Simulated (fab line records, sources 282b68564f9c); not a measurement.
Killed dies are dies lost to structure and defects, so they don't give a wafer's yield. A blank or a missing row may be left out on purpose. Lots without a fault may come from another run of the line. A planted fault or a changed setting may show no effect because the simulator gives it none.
Problem report in the 8D (eight disciplines) form, filled by code | flow rit_cmos | the parts of the form that need people (team, actions taken, sign-off) are left out

1. THE PROBLEM
PWELL_TW at RIT_PWELL_TW_MEAS_10 reads a mean of 906 on 5 wafers of 2 lots; wafers without a fault read 959 with a standard deviation of 9. That is -5.9 standard deviations from the usual mean.
First seen on wafer L989.5, day 3 04:29, on film_metro-03. The record holds 41 wafers of 14 lots with a number at this step. Rule for "out", or "out of limits": more than 4 standard deviations from the usual mean. The other wafers with a number count as sound.

2. WHAT IT IS AND WHAT IT IS NOT
question                    | is                     | is not
which readings at this step | PWELL_TW               | -
which lots                  | L989, L992             | L100, L101, L104, L105, L106, L107, L984, L985, L988, L993, L996, L998
which wafers of those lots  | all that have a number | -
read on which gauges        | film_metro-03          | film_metro-01, film_metro-04
when                        | from day 3 04:29       | up to then (9 sound wafers); but 27 sound wafers of L100, L101, L104, L105, L106, L107, L993, L996, L998 came after

3. SUSPECTS, AND WHAT RULES EACH OUT
Counting: a tool at a process step up to the reading stays a suspect if it ran every lot that is out and no sound lot after the first of them.
- the gauge at RIT_PWELL_TW_MEAS_10: ruled out. All the wafers that are out were read on film_metro-03, but those of them that RIT_PWELL_IMPLANT_08 has rows for are out there too, on other tools.
- implanter-03 at RIT_PWELL_IMPLANT_08: ruled out as a lasting fault. Sound lots L105 ran on it after its first lot that is out, L989 (day 3 04:14).
Left after counting: nothing in the record.

4. THE CAUSE (what the simulator had put in)
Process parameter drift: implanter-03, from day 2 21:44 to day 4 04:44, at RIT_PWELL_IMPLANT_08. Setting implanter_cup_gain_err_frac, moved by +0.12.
Counting ruled it out, wrongly: the rule takes a fault to strike every lot that its tool runs from its start on, and this one did not.

5. THE CHAIN OF EFFECTS, in route order
Each row: a reading whose mean over the struck wafers that have a number lies more than 3 standard deviations from the usual. Only readings for which the record gives a usual standard deviation are gone through. hours: the time from each lot's start at the first step in this table that gives one to its start at this step, as a median over the lots. sigmas: the change in usual standard deviations.
hours | step                     | reading            | usual        | on struck wafers | change | sigmas
0     | RIT_PWELL_IMPLANT_08     | beam_on_s          | 10.01 s      | 8.87             | -1.14  | -5.4
0     | RIT_PWELL_IMPLANT_08     | faraday_current_uA | 226          | 254              | +28    | +6.0
0     | RIT_PWELL_TW_MEAS_10     | PWELL_TW           | 959          | 906              | -53    | -5.9
6     | RIT_WELLDRIVE_RS_MEAS_02 | PWELL_RS           | 424.4 ohm/sq | 454.9            | +30.5  | +28
The process steps in it:
- RIT_PWELL_IMPLANT_08

6. WHAT WOULD HAVE CAUGHT IT SOONER
In this record the first reading out of limits at a measuring or inspecting step was taken at day 3 04:29, 7 hours after the fault began at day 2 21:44.
The tool's own readings at RIT_PWELL_IMPLANT_08 were out on every struck wafer that the step has a row for (faraday_current_uA): an alarm limit on them would have fired on the first of those.
